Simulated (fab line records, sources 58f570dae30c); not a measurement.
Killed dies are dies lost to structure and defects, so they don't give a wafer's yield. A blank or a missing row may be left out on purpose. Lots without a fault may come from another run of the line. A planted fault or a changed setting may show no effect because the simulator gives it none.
fab line records | flow berkeley_cmos170
record lots=7 wafers=21 last_day=12
route steps=331 shown PVT@123 GATE@125 FIELD@126
lots that met no fault: from a run of the same line without faults
start_h: hours from the record's first day to the start of the lot's first wafer shown | wait_h: hours since the lot's step before | " the same as in the row above | L1.1+2: a row that stands for several wafers | - no value, or no start given | * or withheld: withheld | < > ~ a bound
route shown NAME@n: a module of which the file shows steps, and the number in the route of the first | usual: mean/standard deviation of fault-free wafers | same: alike in all rows | chamber/n: place in a boat | sites: the reading at each site | _std_site: their standard deviation | _edge_site: outer sites' mean less inner sites' | radius_mm: how far each site lies from the wafer's centre | mask NAME#n: copy n | behind: the tool/chamber that last shaped the wafer | hold: why the lot was held/for how many hours/how that ended | device: the transistor (n, p or np) that didn't switch | end of line: the same wafers' tests at the end of the route | a step without rows: its recipe alone | killed: dies lost to structure and defects at the first sort, not the wafer's yield | map: a wafer's dies, x killed, . not, _ none there
set.NAME: the setting as run; set.NAME@STEP: as run at that earlier step | model.NAME: the simulator's own value behind a step, which no gauge read
lots at some steps of the route; a table a step, a row a wafer
services: from which hour (start_h, from the record's first day; less than 0 if before it) a tool's chamber was out of use, for how many hours, and why
## steps
# step UCB170_PVT_STRIP_08
# recipe chemistry=O2 power_w=400 pressure_mtorr=3500 platen_temp_c=withheld o2_flow_sccm=400 overash_fraction=0.5
# usual chamber_pressure_mTorr=3500/3.2 drypump_motor_current_A=5.6/0.4 oes_product_au=0.735/0.0045 strip_time_to_endpoint_s=21.67/0.086
# columns lot.wafer tool chamber start_h wait_h chamber_pressure_mTorr drypump_motor_current_A oes_product_au rf_hours_counter_h strip_time_to_endpoint_s
L475.1 plasma_asher-04 0 133.25 0.1 3503 5.5 0.727 37 21.63
L475.4 " 1 " " 3504 5.3 0.736 - 21.60
L475.5 " 1 " " 3495 5.3 0.735 - 21.59
L483.3 plasma_asher-01 0 171.85 0.1 3499 6.1 0.735 - 21.77
L483.4 " 1 " " 3495 6.1 0.734 - 21.73
L483.6 " 0 " " 3497 6.1 0.734 - 21.80
L486.1 plasma_asher-01 0 194.53 0.1 3502 6.0 0.733 54 21.48
L486.4 " 1 " " 3496 6.1 0.728 - 21.52
L486.5 " 1 " " 3501 6.1 0.734 - 21.57
L488.3 plasma_asher-01 1 210.43 0.1 3499 6.1 0.736 - 21.76
L488.4 " 0 " " 3500 6.1 0.727 - 21.78
L488.5 " 0 " " 3500 6.1 0.726 - 21.78
L491.4 plasma_asher-02 0 226.09 0.1 3501 5.1 0.742 - 21.78
L491.5 " 0 " " 3498 5.1 0.742 - 21.77
L491.6 " 1 " " 3501 5.3 0.739 - 21.76
L492.1 plasma_asher-01 0 226.33 0.1 3503 6.1 0.729 57 21.71
L492.2 " 1 " " 3499 6.1 0.732 57 21.70
L492.3 " 0 " " 3494 6.1 0.741 - 21.74
L495.2 plasma_asher-04 1 240.39 0.1 3495 5.3 0.740 48 21.68
L495.4 " 0 " " 3497 5.5 0.741 - 21.65
L495.5 " 0 " " 3509 5.5 0.746 - 21.73
# step UCB170_PVT_TW_MEAS_09
# usual PVT_TW=515/3.6
# columns lot.wafer tool chamber start_h wait_h PVT_TW
L475.1 film_metro-04 - 133.35 0.1 511
L475.4 " - " " 512
L475.5 " - " " 511
L483.3 film_metro-04 - 171.93 0.1 514
L483.4 " - " " 512
L483.6 " - " " 514
L486.1 film_metro-01 - 194.63 0.1 520
L486.4 " - " " 517
L486.5 " - " " 518
L488.3 film_metro-01 - 210.51 0.1 518
L488.4 " - " " 519
L488.5 " - " " 521
L491.4 film_metro-03 - 226.19 0.1 513
L491.5 " - " " 515
L491.6 " - " " 515
L492.1 film_metro-01 - 226.43 0.1 515
L492.2 " - " " 517
L492.3 " - " " 517
L495.2 film_metro-04 - 240.50 0.1 515
L495.4 " - " " 510
L495.5 " - " " 510
# step UCB170_GATE_WET_ETCH_00
# recipe chemistry=dHF dilution=25:1 target=SiO2 temp_c=25 time_s=200
# step UCB170_FIELD_THK_MEAS_91
# recipe reads=SiO2_of_FIELD_OXIDATION_01
# usual FIELD_OXIDE_LEFT_2_THK=353/13
# columns lot.wafer tool chamber start_h wait_h FIELD_OXIDE_LEFT_2_THK[nm]
L475.1 film_metro-01 - 133.47 0.0 352
L475.4 " - " " 349
L475.5 " - " " 341
L483.3 film_metro-01 - 172.08 0.0 363
L483.4 " - " " 362
L483.6 " - " " 363
L486.1 film_metro-01 - 194.75 0.0 369
L486.4 " - " " 365
L486.5 " - " " 375
L488.3 film_metro-03 - 210.64 0.0 333
L488.4 " - " " 341
L488.5 " - " " 349
L491.4 film_metro-03 - 226.32 0.0 368
L491.5 " - " " 359
L491.6 " - " " 359
L492.1 film_metro-03 - 226.55 0.0 331
L492.2 " - " " 334
L492.3 " - " " 327
L495.2 film_metro-01 - 240.67 0.0 340
L495.4 " - " " 341
L495.5 " - " " 336
# step UCB170_GATE_OXIDATION_01
# recipe temp_c=850 ambient=O2 target_thk_a=66 ox_time_s=1800
# step UCB170_GATE_THK_MEAS_02
# recipe reads=SiO2_of_GATE_OXIDATION_01
# usual GATE_OXIDE_THK=6.57/0.12
# columns lot.wafer tool chamber start_h wait_h GATE_OXIDE_THK[nm]
L475.1 film_metro-01 - 139.15 0.0 6.42
L475.4 " - " " 6.40
L475.5 " - " " 6.37
L483.3 film_metro-01 - 179.41 0.0 6.44
L483.4 " - " " 6.46
L483.6 " - " " 6.46
L486.1 film_metro-01 - 201.02 0.0 6.57
L486.4 " - " " 6.41
L486.5 " - " " 6.56
L488.3 film_metro-04 - 215.55 0.0 6.46
L488.4 " - " " 6.52
L488.5 " - " " 6.51
L491.4 film_metro-02 - 230.39 0.0 6.49
L491.5 " - " " 6.60
L491.6 " - " " 6.36
L492.1 film_metro-04 - 230.40 0.0 6.57
L492.2 " - " " 6.61
L492.3 " - " " 6.53
L495.2 film_metro-04 - 242.80 0.0 6.59
L495.4 " - " " 6.58
L495.5 " - " " 6.47
# step UCB170_GATE_ANNEAL_03
# recipe temp_c=900 time_s=1800 ambient=N2
# step UCB170_GATE_CVD_04
# recipe material=poly-Si temp_c=610 precursor=SiH4 time_s=1440 pressure_mtorr=375 target_thk_nm=214 sih4_flow_sccm=120
# step UCB170_GATE_THK_MEAS_05
# recipe reads=poly-Si_of_GATE_CVD_04
# usual GATE_POLY_THK=213.9/2.4
# columns lot.wafer tool chamber start_h wait_h GATE_POLY_THK[nm]
L475.1 film_metro-04 - 145.48 0.0 210.6
L475.4 " - " " 211.2
L475.5 " - " " 211.9
L483.3 film_metro-02 - 190.34 0.0 213.9
L483.4 " - " " 212.4
L483.6 " - " " 212.2
L486.1 film_metro-02 - 209.14 0.0 214.7
L486.4 " - " " 214.2
L486.5 " - " " 216.3
L488.3 film_metro-02 - 223.11 0.0 214.1
L488.4 " - " " 215.3
L488.5 " - " " 215.4
L492.1 film_metro-01 - 237.21 0.0 217.9
L492.2 " - " " 219.4
L492.3 " - " " 217.9
L491.4 film_metro-04 - 237.24 0.0 214.9
L491.5 " - " " 213.4
L491.6 " - " " 216.7
L495.2 film_metro-01 - 245.76 0.0 216.0
L495.4 " - " " 214.3
L495.5 " - " " 215.6
# step UCB170_GATE_COAT_06
# recipe resist=BARC temp_c=withheld time_s=withheld spin_rpm=3000 resist_thk_nm=withheld
# step UCB170_GATE_COAT_07
# recipe resist=KrF spin_rpm=1500 resist_thk_nm=900
# step UCB170_GATE_SOFTBAKE_08
# recipe resist=KrF temp_c=130 time_s=60
# step UCB170_GATE_EXPOSE_09
# recipe mask_id=POLY target_cd_nm=350 na=0.5 sigma_outer=0.6 source_shape=conventional dose_mj=21
# usual exposure_dose_mJ_cm2=20.989/0.02 focus_offset_nm=-0.1/0.52 na=0.5/0 sigma_outer=0.6/0
# columns lot.wafer tool chamber start_h wait_h mask exposure_dose_mJ_cm2 focus_offset_nm na sigma_outer
L475.1 krf_scanner-01 0 146.46 - POLY#0 21.020 -1.0 0.5 0.6
L475.4 " 0 " " POLY#0 20.990 -1.5 0.5 0.6
L475.5 " 0 " " POLY#0 21.009 0.1 0.5 0.6
L483.3 krf_scanner-01 0 191.00 - POLY#0 21.020 -0.1 0.5 0.6
L483.4 " 0 " " POLY#0 20.955 -0.5 0.5 0.6
L483.6 " 0 " " POLY#0 20.985 -0.6 0.5 0.6
L486.1 krf_scanner-01 0 209.93 - POLY#0 21.037 -0.7 0.5 0.6
L486.4 " 0 " " POLY#0 21.016 -1.2 0.5 0.6
L486.5 " 0 " " POLY#0 21.018 -0.5 0.5 0.6
L488.3 krf_scanner-02 - 224.12 - POLY#0 - - - -
L488.4 " - " " POLY#0 - - - -
L488.5 " - " " POLY#0 - - - -
L492.1 krf_scanner-01 - 238.22 - POLY#0 - - - -
L492.2 " - " " POLY#0 - - - -
L492.3 " - " " POLY#0 - - - -
L491.4 krf_scanner-01 - 238.39 - POLY#0 - - - -
L491.5 " - " " POLY#0 - - - -
L491.6 " - " " POLY#0 - - - -
L495.2 krf_scanner-02 0 247.12 - POLY#0 20.984 -0.5 0.5 0.6
L495.4 " 0 " " POLY#0 20.985 0.5 0.5 0.6
L495.5 " 0 " " POLY#0 20.987 -0.1 0.5 0.6
# step UCB170_GATE_PEB_10
# recipe peb_temp_c=130 peb_time_s=withheld resist=KrF
## services
# columns tool chamber start_h hours kind
plasma_asher-01 - 116.88 0.9 repair
krf_scanner-01 - 120.35 0.2 repair
krf_scanner-02 0 141.31 - calibration
krf_scanner-01 - 183.70 0.2 repair
krf_scanner-01 - 184.66 1.0 pm
krf_scanner-02 - 187.86 0.2 repair
krf_scanner-01 - 196.14 7.7 repair
plasma_asher-02 - 202.30 3.2 repair
krf_scanner-02 - 203.86 3.6 pm
krf_scanner-02 - 207.42 1.3 pm
krf_scanner-02 - 218.43 0.5 repair
krf_scanner-01 - 232.50 0.6 repair
krf_scanner-01 - 244.56 1.9 repair
## key
first_sign step=UCB170_GATE_EXPOSE_09 reading=tool_record direction=missing
effect none on later readings
met_at UCB170_GATE_EXPOSE_09
struck_wafers L488.3,L488.4,L488.5,L491.4,L491.5,L491.6,L492.1,L492.2,L492.3
later_rows_left_out L488.3,L488.4,L488.5,L491.4,L491.5,L491.6,L492.1,L492.2,L492.3
sort_left_out L488.3,L488.4,L488.5,L491.4,L491.5,L491.6,L492.1,L492.2,L492.3
tester_left_out L488,L491,L492
onset_between 209.93 224.12
fault kind=skipped_step_whole tool=krf_scanner-01,krf_scanner-02 chamber=- onset_h=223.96 steps=UCB170_GATE_EXPOSE_09 scope=struck_lots_only
# tester_left_out: of these lots the tester's yield and bins aren't shown, on N5 and GAA mostly nor the transistor test; their killed dies are dies lost to structure and defects alone, not to doping, threshold or leakage, so they don't give the yield
# sort_left_out: the simulated sort isn't trusted on such a fault, so these wafers' sort isn't shown, and their yield isn't known
# later_rows_left_out: the simulator's readings of these wafers behind a module that went badly wrong aren't trusted and aren't shown, but for the sort
